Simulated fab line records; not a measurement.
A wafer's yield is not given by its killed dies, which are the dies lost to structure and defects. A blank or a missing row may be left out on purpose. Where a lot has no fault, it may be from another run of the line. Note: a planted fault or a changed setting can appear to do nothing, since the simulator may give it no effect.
Which tool was responsible? -- flow rit-cmos -- 15 lots, 45 wafers sampled, at 4 steps of a route of 202

== WHAT THE GAUGES READ, wafer by wafer ==
RIT_ACTIVE_THK_MEAS_04. Usual: ACTIVE_NITRIDE_THK 149.7 nm, standard deviation 1.5.
lot,measured,on,ACTIVE_NITRIDE_THK (nm),flag
L913,day 1 13:32,film-metro-04,148.7 148.4 147.7,
L914,day 1 18:46,film-metro-03,148.7 150.3 149.9,
L915,day 2 01:57,film-metro-03,149.8 149.6 148.8,
L916,day 2 05:15,film-metro-02,148.9 150.1 150.8,
L918,day 2 15:56,film-metro-04,184.6 185.4 183.6,OFF
L919,day 2 19:33,film-metro-03,182.2 182.5 182.1,OFF
L920,day 3 01:19,film-metro-04,184.5 184.0 182.8,OFF
L926,day 4 06:45,film-metro-03,148.3 148.1 148.1,
L928,day 4 16:59,film-metro-03,150.7 149.5 150.8,
L931,day 5 07:49,film-metro-04,147.2 147.1 147.6,
L932,day 5 12:46,film-metro-02,151.7 152.0 150.5,
L933,day 5 17:40,film-metro-04,150.7 152.1 151.2,
L934,day 5 22:32,film-metro-02,148.4 148.8 147.5,
L935,day 6 03:32,film-metro-02,153.3 154.7 153.2,
L936,day 6 09:22,film-metro-02,148.3 147.4 147.8,

RIT_NWELL_TW_MEAS_10. Usual: NWELL_TW 2163, standard deviation 18.
lot,measured,on,NWELL_TW,flag
L913,day 2 00:58,film-metro-01,2168 2160 2163,
L914,day 2 04:56,film-metro-04,2181 2170 2182,
L915,day 2 09:22,film-metro-04,2169 2164 2180,
L916,day 2 15:05,film-metro-04,2172 2173 2171,
L918,day 2 23:23,film-metro-01,2157 2170 2173,
L919,day 3 03:52,film-metro-01,2172 2175 2172,
L920,day 3 09:49,film-metro-01,2170 2168 2170,
L926,day 4 14:26,film-metro-02,2113 2134 2116,
L928,day 5 02:21,film-metro-02,2130 2143 2134,
L931,day 5 16:41,film-metro-04,2174 2176 2180,
L932,day 5 20:34,film-metro-01,2162 2169 2172,
L933,day 6 01:01,film-metro-01,2158 2165 2164,
L934,day 6 07:28,film-metro-04,2167 2173 2169,
L935,day 6 12:31,film-metro-01,2183 2174 2184,
L936,day 6 17:47,film-metro-04,2174 2159 2164,

== EACH LOT AND THE TOOL THAT RAN IT (in order: tool; ch and the chambers of the sampled wafers; start) ==
lot,RIT_ACTIVE_CVD_03,RIT_ACTIVE_ETCH_13
L913,"lpcvd-01 ch 1, day 1 12:07","rie-diel-01 ch 1,2, day 1 14:43"
L914,"lpcvd-02 ch 1, day 1 17:21","rie-diel-04 ch 0,3, day 1 20:04"
L915,"lpcvd-01 ch 0, day 2 00:32","rie-diel-04 ch 0,1,2, day 2 03:07"
L916,"lpcvd-01 ch 0, day 2 03:07","rie-diel-02 ch 0,1,3, day 2 06:32"
L918,"lpcvd-01 ch 1, day 2 14:31","rie-diel-04 ch 0,3, day 2 17:11"
L919,"lpcvd-01 ch 0, day 2 18:07","rie-diel-04 ch 1,3, day 2 20:56"
L920,"lpcvd-01 ch 1, day 2 23:53","rie-diel-01 ch 0,1,2, day 3 02:50"
L926,"lpcvd-02 ch 0, day 4 05:19","rie-diel-04 ch 0,1,2, day 4 08:03"
L928,"lpcvd-02 ch 0, day 4 15:34","rie-diel-01 ch 1,2, day 4 18:10"
L931,"lpcvd-01 ch 1, day 5 06:24","rie-diel-02 ch 0,3, day 5 09:07"
L932,"lpcvd-01 ch 1, day 5 11:20","rie-diel-01 ch 2,3, day 5 14:04"
L933,"lpcvd-01 ch 0, day 5 16:15","rie-diel-01 ch 0,1,3, day 5 18:58"
L934,"lpcvd-02 ch 0, day 5 21:07","rie-diel-04 ch 0,3, day 5 23:50"
L935,"lpcvd-01 ch 0, day 6 02:07","rie-diel-01 ch 1,3, day 6 04:43"
L936,"lpcvd-02 ch 1, day 6 07:56","rie-diel-02 ch 0,1,2, day 6 10:41"
- RIT_ACTIVE_CVD_03: deposits Si3N4 from SiH2Cl2/NH3, target thk 150 nm, time 1500 s.
- RIT_ACTIVE_ETCH_13: etches Si3N4 in SF6, stops on SiO2, time 210 s, target depth 210 nm.

== WHAT THE TOOLS THEMSELVES READ (means of the sampled wafers that have a number; where no wafer has one, the mark that the record gives instead) ==
RIT_ACTIVE_CVD_03. Usual: pressure-mtorr 300.0 mTorr, standard deviation 0.57; spike-tc-centre-C 812.4 C, standard deviation 1.3; spike-tc-load-C 833.8 C, standard deviation 2.3; spike-tc-source-C 833 C, standard deviation 3.5.
lot,tool,pressure-mtorr (mTorr),spike-tc-centre-C (C),spike-tc-load-C (C),spike-tc-source-C (C),flag
L913,lpcvd-01,299.7,812.4,831.0,829,
L914,lpcvd-02,299.8,810.4,837.9,836,
L915,lpcvd-01,300.3,812.2,835.5,838,
L916,lpcvd-01,299.9,811.9,835.9,837,
L918,lpcvd-01,300.2,824.7,844.0,841,OFF
L919,lpcvd-01,300.5,824.6,847.7,850,OFF
L920,lpcvd-01,299.8,825.1,843.0,841,OFF
L926,lpcvd-02,300.6,811.5,832.6,831,
L928,lpcvd-02,300.9,812.0,833.2,831,
L931,lpcvd-01,300.0,813.2,831.1,829,
L932,lpcvd-01,299.1,812.2,832.4,828,
L933,lpcvd-01,300.0,812.0,836.2,838,
L934,lpcvd-02,299.4,812.0,833.9,831,
L935,lpcvd-01,299.6,812.8,835.4,836,
L936,lpcvd-02,299.7,811.4,837.9,836,

RIT_ACTIVE_ETCH_13. Usual: drypump-motor-current-A 5.9 A, standard deviation 0.34; oes-product-au 0.818 a.u., standard deviation 0.012; throttle-valve-pct 7.46 %, standard deviation 0.094.
lot,tool,drypump-motor-current-A (A),oes-product-au (a.u.),throttle-valve-pct (%),flag
L913,rie-diel-01,5.6,0.821,7.49,
L914,rie-diel-04,6.2,0.808,7.59,
L915,rie-diel-04,5.9,0.812,7.53,
L916,rie-diel-02,6.2,0.819,7.39,
L918,rie-diel-04,6.2,0.906,7.60,OFF
L919,rie-diel-04,5.9,0.915,7.47,OFF
L920,rie-diel-01,5.8,0.925,7.47,OFF
L926,rie-diel-04,5.9,0.808,7.53,
L928,rie-diel-01,5.5,0.823,7.54,
L931,rie-diel-02,6.1,0.812,7.38,
L932,rie-diel-01,5.8,0.824,7.40,
L933,rie-diel-01,5.8,0.824,7.45,
L934,rie-diel-04,6.1,0.809,7.53,
L935,rie-diel-01,5.7,0.825,7.44,
L936,rie-diel-02,5.9,0.821,7.37,

== THE ANSWER, worked out from the rows above alone ==
Rule: lot off if the mean of its wafers having a number is beyond 3 standard deviations from the usual mean. Also off: a lot with no number at a reading for which 4 or more lots have one. The other lots that the step has rows for count as sound. First the gauges in route order, then the tools' own readings, where a lot's mean is used as printed above. The first step at which some lot is off is used, and at that step the reading that is off furthest; a lot without a number counts as furthest.
Off: L918, L919, L920, at RIT_ACTIVE_THK_MEAS_04 (ACTIVE_NITRIDE_THK).
If a tool, at a process step before that reading, ran all the lots that are off and no sound lot after the first of them, it fits. Not tried: the gauges at RIT_ACTIVE_THK_MEAS_04; whatever is off there is also off at RIT_ACTIVE_CVD_03, on other tools, and gauge error can't account for it. Not one of the candidates tried fits.

== WHAT THE SIMULATOR HAD PUT IN ==
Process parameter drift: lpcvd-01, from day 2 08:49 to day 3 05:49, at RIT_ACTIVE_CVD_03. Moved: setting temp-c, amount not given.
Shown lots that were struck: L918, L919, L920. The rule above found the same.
